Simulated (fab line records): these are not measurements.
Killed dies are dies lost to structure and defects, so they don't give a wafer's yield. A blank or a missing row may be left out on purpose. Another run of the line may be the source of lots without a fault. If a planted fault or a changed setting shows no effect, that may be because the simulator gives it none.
Which tool was responsible? / flow rit_cmos / 42 wafers from 14 lots sampled at 2 of the route's 202 steps

WHAT THE GAUGES SHOWED, per wafer
RIT_SDANNEAL_RS_MEAS_05: the measuring method here is four-point-probe. Usual: NSD_RS 84.6 ohm/sq, standard deviation 0.31.
lot=L675; measured=day 3 01:59; on=film_metro-01; NSD_RS (ohm/sq)=84.9 84.9 84.8; flag=
lot=L676; measured=day 3 07:19; on=film_metro-01; NSD_RS (ohm/sq)=84.8 84.8 84.6; flag=
lot=L678; measured=day 3 16:43; on=film_metro-03; NSD_RS (ohm/sq)=84.5 84.5 84.4; flag=
lot=L679; measured=day 3 20:36; on=film_metro-03; NSD_RS (ohm/sq)=84.9 85.3 85.2; flag=
lot=L681; measured=day 4 07:02; on=film_metro-01; NSD_RS (ohm/sq)=84.5 84.6 84.4; flag=
lot=L682; measured=day 4 13:24; on=film_metro-01; NSD_RS (ohm/sq)=84.1 84.2 84.4; flag=
lot=L683; measured=day 4 18:18; on=film_metro-01; NSD_RS (ohm/sq)=84.3 84.5 84.5; flag=
lot=L688; measured=day 5 22:46; on=film_metro-03; NSD_RS (ohm/sq)=84.1 83.7 84.2; flag=
lot=L690; measured=day 6 08:44; on=film_metro-03; NSD_RS (ohm/sq)=- - -; flag=OFF
lot=L691; measured=day 6 10:47; on=film_metro-04; NSD_RS (ohm/sq)=- - -; flag=OFF
lot=L693; measured=day 6 19:12; on=film_metro-01; NSD_RS (ohm/sq)=84.7 84.5 84.5; flag=
lot=L695; measured=day 7 10:08; on=film_metro-03; NSD_RS (ohm/sq)=84.1 84.4 84.3; flag=
lot=L697; measured=day 7 17:40; on=film_metro-03; NSD_RS (ohm/sq)=84.7 84.5 84.9; flag=
lot=L698; measured=day 7 22:52; on=film_metro-03; NSD_RS (ohm/sq)=85.0 84.7 84.7; flag=

TOOL THAT RAN EACH LOT (tool first, then ch and the chambers of the sampled wafers, then the start)
lot=L675; RIT_NSD_IMPLANT_08=implanter-03 ch 0, day 2 23:28
lot=L676; RIT_NSD_IMPLANT_08=implanter-02 ch 0, day 3 04:57
lot=L678; RIT_NSD_IMPLANT_08=implanter-02 ch 0, day 3 14:20
lot=L679; RIT_NSD_IMPLANT_08=implanter-04 ch 0, day 3 18:05
lot=L681; RIT_NSD_IMPLANT_08=implanter-03 ch 0, day 4 04:40
lot=L682; RIT_NSD_IMPLANT_08=implanter-04 ch 0, day 4 10:56
lot=L683; RIT_NSD_IMPLANT_08=implanter-04 ch 0, day 4 15:50
lot=L688; RIT_NSD_IMPLANT_08=implanter-02 ch 0, day 5 20:25
lot=L690; RIT_NSD_IMPLANT_08=implanter-02 ch 0, day 6 06:10
lot=L691; RIT_NSD_IMPLANT_08=implanter-02 ch 0, day 6 08:28
lot=L693; RIT_NSD_IMPLANT_08=implanter-03 ch 0, day 6 16:43
lot=L695; RIT_NSD_IMPLANT_08=implanter-03 ch 0, day 7 07:38
lot=L697; RIT_NSD_IMPLANT_08=implanter-03 ch 0, day 7 15:11
lot=L698; RIT_NSD_IMPLANT_08=implanter-03 ch 0, day 7 20:31
- RIT_NSD_IMPLANT_08

WHAT THE TOOLS THEMSELVES READ (means of the sampled wafers that have a number; where no wafer has one, the mark that the record gives instead)
RIT_NSD_IMPLANT_08. Usual: beam_energy_keV 24.999, standard deviation 0.0085; tilt_deg 6.995 degrees, standard deviation 0.019.
lot=L675; tool=implanter-03; beam_energy_keV=24.986; tilt_deg (degrees)=6.998; flag=
lot=L676; tool=implanter-02; beam_energy_keV=24.999; tilt_deg (degrees)=7.012; flag=
lot=L678; tool=implanter-02; beam_energy_keV=24.997; tilt_deg (degrees)=7.004; flag=
lot=L679; tool=implanter-04; beam_energy_keV=25.004; tilt_deg (degrees)=6.976; flag=
lot=L681; tool=implanter-03; beam_energy_keV=25.007; tilt_deg (degrees)=6.974; flag=
lot=L682; tool=implanter-04; beam_energy_keV=25.002; tilt_deg (degrees)=7.003; flag=
lot=L683; tool=implanter-04; beam_energy_keV=25.002; tilt_deg (degrees)=6.977; flag=
lot=L688; tool=implanter-02; beam_energy_keV=25.000; tilt_deg (degrees)=7.005; flag=
lot=L690; tool=implanter-02; beam_energy_keV=24.997; tilt_deg (degrees)=6.971; flag=
lot=L691; tool=implanter-02; beam_energy_keV=25.007; tilt_deg (degrees)=7.015; flag=
lot=L693; tool=implanter-03; beam_energy_keV=25.007; tilt_deg (degrees)=7.003; flag=
lot=L695; tool=implanter-03; beam_energy_keV=24.981; tilt_deg (degrees)=6.983; flag=
lot=L697; tool=implanter-03; beam_energy_keV=24.994; tilt_deg (degrees)=7.002; flag=
lot=L698; tool=implanter-03; beam_energy_keV=24.999; tilt_deg (degrees)=6.974; flag=

THE ANSWER, worked out from the rows above alone
Rule: a lot is off if the mean of its wafers that have a number lies more than 3 standard deviations from the usual mean. Also off: a lot with no number at a reading for which 4 or more lots have one. The other lots that the step has rows for count as sound. The gauges are gone through in route order, then the tools' own readings, and for those a lot's mean is taken as printed above. The first step at which some lot is off is used, and at that step the reading that is off furthest; a lot without a number counts as furthest.
Off: L690, L691, seen at RIT_SDANNEAL_RS_MEAS_05 (NSD_RS). Without a number there: L690, L691.
A tool fits if, at a process step before that reading, it ran every lot that is off, and no sound lot after the first of them. Gauges at RIT_SDANNEAL_RS_MEAS_05: tried the same way as those tools. One fits: RIT_NSD_IMPLANT_08 on implanter-02. Its last sound lot is L688 (day 5 20:25), its first lot that is off L690 (day 6 06:10): a fault that began between those two fits.

WHAT THE SIMULATOR HAD PUT IN
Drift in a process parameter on implanter-02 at RIT_NSD_IMPLANT_08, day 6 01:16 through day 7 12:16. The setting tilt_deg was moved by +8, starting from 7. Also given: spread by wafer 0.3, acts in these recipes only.
Struck lots among those shown: L690, L691. This agrees with what the rule above found.
